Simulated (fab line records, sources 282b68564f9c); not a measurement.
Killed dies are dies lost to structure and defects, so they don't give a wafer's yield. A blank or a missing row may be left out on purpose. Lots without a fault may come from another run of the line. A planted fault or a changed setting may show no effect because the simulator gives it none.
Chamber matching | flow rit_cmos | RIT_SPACER_ETCHBACK_05 on rie_diel-01: 4 sister chambers
The step etches Si3N4 in SF6/CHF3, stops on SiO2, target depth 250 nm, time 240 s. 7 wafers are shown with their chamber, then 7 later ones without.

WAFERS WITH THEIR CHAMBER
wafer  | chamber | throttle_valve_pct (%) | oes_product_au (a.u.)
L981.4 | 2       | 10.26                  | 0.786
L981.5 | 1       | 10.53                  | 0.777
L987.1 | 2       | 10.27                  | 0.837
L987.3 | 0       | 10.55                  | 0.858
L987.4 | 3       | 10.05                  | 0.830
L992.4 | 0       | 10.55                  | 0.864
L992.5 | 1       | 10.56                  | 0.843

WAFERS WITHOUT THEIR CHAMBER
wafer  | throttle_valve_pct (%) | oes_product_au (a.u.)
L992.6 | 10.05                  | 0.838
L994.1 | 10.55                  | 0.849
L994.4 | 10.05                  | 0.849
L994.5 | 10.56                  | 0.870
L995.2 | 10.57                  | 0.856
L995.3 | 10.55                  | 0.869
L995.5 | 10.06                  | 0.844

WHICH CHAMBER EACH WENT THROUGH
wafer  | from the rows above     | in truth
L992.6 | 3                       | 3
L994.1 | can't be placed: 0 or 1 | 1
L994.4 | 3                       | 3
L994.5 | can't be placed: 0 or 1 | 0
L995.2 | can't be placed: 0 or 1 | 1
L995.3 | can't be placed: 0 or 1 | 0
L995.5 | 3                       | 3
Placed correctly: 3 of 7. Can't be placed from these rows: 4 (the true chamber is among the candidates in 4). Placed wrongly: 0.
How it was worked out, from the rows above alone: a wafer's distance from a chamber is the root of the sum, over the readings, of the square of ((its reading less the chamber's mean) divided by the reading's scatter). The wafer belongs to the nearest chamber; if the next one is less than 2 further off, it can't be placed. A chamber's mean is the mean of its shown wafers. The scatter: the root of (the sum of the squares of (reading less its chamber's mean) over the shown wafers, divided by (wafers less chambers)).
